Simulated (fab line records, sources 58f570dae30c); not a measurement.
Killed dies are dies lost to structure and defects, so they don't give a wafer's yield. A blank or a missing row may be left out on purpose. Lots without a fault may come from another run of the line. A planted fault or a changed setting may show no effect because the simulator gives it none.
Which tool did it? | flow berkeley_cmos170 | 14 lots, 42 wafers sampled, at 5 steps of a route of 331

WHAT THE GAUGES READ, wafer by wafer
UCB170_SACOX_THK_MEAS_02.
lot  | measured     | on            | SACOX_OXIDE_THK (nm)
L295 | day 6 07:35  | film_metro-02 | 14.54 14.61 14.71
L296 | day 6 19:43  | film_metro-02 | 14.37 14.06 13.93
L297 | day 6 19:43  | film_metro-01 | 14.29 14.29 14.03
L294 | day 6 19:44  | film_metro-04 | 14.25 14.38 14.48
L299 | day 7 02:55  | film_metro-04 | 14.54 14.42 14.55
L300 | day 7 02:55  | film_metro-01 | 14.32 14.30 14.31
L298 | day 7 02:58  | film_metro-02 | 13.83 14.25 14.35
L301 | day 7 11:01  | film_metro-04 | 14.18 14.27 14.05
L306 | day 8 07:25  | film_metro-01 | 14.13 14.05 14.72
L310 | day 9 10:46  | film_metro-02 | 14.42 14.38 14.40
L311 | day 9 10:46  | film_metro-01 | 14.66 14.48 14.73
L309 | day 9 10:47  | film_metro-04 | 14.24 14.37 14.55
L313 | day 10 17:44 | film_metro-02 | 14.56 14.54 14.50
L316 | day 11 10:32 | film_metro-01 | 14.75 14.73 14.75

UCB170_PVT_OVL_MEAS_06.
lot  | measured     | on         | PVT_OVL (nm)
L295 | day 7 01:54  | overlay-01 | -3 -7 -14
L296 | day 7 11:32  | overlay-01 | -10 -12 -3
L297 | day 7 11:16  | overlay-01 | 0 4 7
L294 | day 7 10:50  | overlay-01 | -11 -10 -6
L299 | day 7 20:58  | overlay-02 | 3 -7 4
L300 | day 7 21:11  | overlay-02 | -4 -4 6
L298 | day 7 21:14  | overlay-01 | 2 2 -1
L301 | day 8 04:17  | overlay-01 | -5 -1 -6
L306 | day 8 23:57  | overlay-02 | -9 -9 -7
L310 | day 10 03:20 | overlay-01 | -11 -11 -1
L311 | day 10 04:02 | overlay-02 | -6 -2 11
L309 | day 10 03:19 | overlay-02 | -3 2 -1
L313 | day 11 17:08 | overlay-01 | -4 2 -6
L316 | day 12 04:11 | overlay-01 | -4 -13 -7

UCB170_GATE_CD_MEAS_90: target cd 350 nm.
lot  | measured     | on        | cd_nm (nm)
L295 | day 7 16:46  | cd_sem-02 | 349.9 351.2 350.0
L296 | day 8 05:51  | cd_sem-01 | 346.3 348.3 347.3
L297 | day 8 05:34  | cd_sem-02 | 350.1 348.2 348.6
L294 | day 8 06:08  | cd_sem-02 | 348.9 348.6 349.1
L299 | day 8 11:56  | cd_sem-02 | 347.0 349.0 348.0
L300 | day 8 12:07  | cd_sem-02 | 349.7 351.8 351.2
L298 | day 8 11:39  | cd_sem-02 | 351.9 348.3 348.7
L301 | day 8 19:29  | cd_sem-01 | 351.9 350.2 350.2
L306 | day 9 15:00  | cd_sem-02 | 348.5 349.4 349.2
L310 | day 10 22:48 | cd_sem-01 | 349.8 351.2 350.4
L311 | day 10 22:31 | cd_sem-01 | 353.7 352.9 352.4
L309 | day 10 22:26 | cd_sem-01 | 350.2 348.7 352.3
L313 | day 12 11:04 | cd_sem-01 | 347.9 351.7 350.9
L316 | day 13 02:43 | cd_sem-02 | 348.5 348.2 348.8

UCB170_SDANNEAL_RS_MEAS_02: measures by four-point-probe.
lot  | measured     | on            | PSD_RS (ohm/sq)
L295 | day 8 10:50  | film_metro-03 | 75.2 75.2 74.9
L296 | day 8 22:30  | film_metro-04 | 75.7 75.2 75.5
L297 | day 8 22:13  | film_metro-02 | 75.4 75.6 75.6
L294 | day 8 22:41  | film_metro-03 | 75.3 75.7 75.3
L299 | day 9 02:17  | film_metro-03 | 75.3 75.9 75.7
L300 | day 9 02:40  | film_metro-02 | 75.3 75.3 75.1
L298 | day 9 01:53  | film_metro-04 | 75.6 75.7 75.8
L301 | day 9 11:01  | film_metro-03 | 75.4 75.5 75.7
L306 | day 10 09:32 | film_metro-02 | 75.3 75.2 75.5
L310 | day 12 02:52 | film_metro-02 | 75.6 75.2 75.6
L311 | day 12 03:20 | film_metro-03 | 76.6 77.0 76.9
L309 | day 12 02:54 | film_metro-03 | 76.8 77.2 77.3
L313 | day 13 09:41 | film_metro-04 | 75.7 75.4 75.6
L316 | day 14 03:46 | film_metro-03 | 75.8 75.8 75.6

WHICH TOOL RAN EACH LOT (tool, then ch and the chambers of the sampled wafers, then the start)
lot  | UCB170_PSD_IMPLANT_08
L295 | implanter-04 ch 0, day 8 04:45
L296 | implanter-03 ch 0, day 8 17:47
L297 | implanter-03 ch 0, day 8 17:16
L294 | implanter-04 ch 0, day 8 17:29
L299 | implanter-01 ch 0, day 8 22:40
L300 | implanter-03 ch 0, day 8 23:25
L298 | implanter-04 ch 0, day 8 22:32
L301 | implanter-01 ch 0, day 9 07:51
L306 | implanter-04 ch 0, day 10 05:01
L310 | implanter-03 ch 0, day 11 17:41
L311 | implanter-04 ch 0, day 11 17:57
L309 | implanter-04 ch 0, day 11 17:37
L313 | implanter-01 ch 0, day 12 23:40
L316 | implanter-01 ch 0, day 13 22:35
- UCB170_PSD_IMPLANT_08

WHAT THE TOOLS THEMSELVES READ (means of the sampled wafers that have a number; where no wafer has one, the mark that the record gives instead)
UCB170_PSD_IMPLANT_08.
lot  | tool         | beam_energy_keV | dose_ions_cm2
L295 | implanter-04 | 19.991          | 3e+15
L296 | implanter-03 | 19.997          | 3e+15
L297 | implanter-03 | 19.999          | 3e+15
L294 | implanter-04 | 19.999          | 3e+15
L299 | implanter-01 | 19.995          | 3e+15
L300 | implanter-03 | 19.995          | 3e+15
L298 | implanter-04 | 19.999          | 3e+15
L301 | implanter-01 | 20.000          | 3e+15
L306 | implanter-04 | 20.000          | 3e+15
L310 | implanter-03 | 20.003          | 3e+15
L311 | implanter-04 | 19.997          | 3e+15
L309 | implanter-04 | 19.999          | 3e+15
L313 | implanter-01 | 19.996          | 3e+15
L316 | implanter-01 | 19.999          | 3e+15

THE ANSWER, worked out from the rows above alone
Rule: what is usual is taken from the lots themselves. Put in order of their means at a reading, lots are off if they are a third of the lots or fewer, leave a main group of 4 or more, and stand apart from it by a gap of 3 or more times the standard deviation of the main group's means; of several such gaps the widest counts. A main group whose means are all the same, to the digits that the tables above print for the reading, isn't used. A lot without any number at a reading at which 4 lots or more have one is off too. The other lots that the step has rows for count as sound. The gauges are gone through in route order, then the tools' own readings, and for those a lot's mean is taken as printed above. The first step at which some lot is off is used, and at that step the reading that is off furthest; a lot without a number counts as furthest.
Off: L311, L309, at UCB170_SDANNEAL_RS_MEAS_02 (PSD_RS). The main group: mean 75.5 ohm/sq, standard deviation 0.18.
A tool fits if, at a process step before that reading, it ran every lot that is off, and no sound lot after the first of them. The gauges at UCB170_SDANNEAL_RS_MEAS_02 are tried like those tools. One fits: implanter-04 at UCB170_PSD_IMPLANT_08. Its last sound lot is L306 (day 10 05:01), its first lot that is off L309 (day 11 17:37): a fault that began between those two fits.

WHAT THE SIMULATOR HAD PUT IN
Process parameter drift: implanter-04, from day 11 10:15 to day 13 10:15, at UCB170_PSD_IMPLANT_08. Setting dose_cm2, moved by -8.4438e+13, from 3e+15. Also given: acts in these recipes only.
Lots struck among those shown: L311, L309. The rule above found the same.
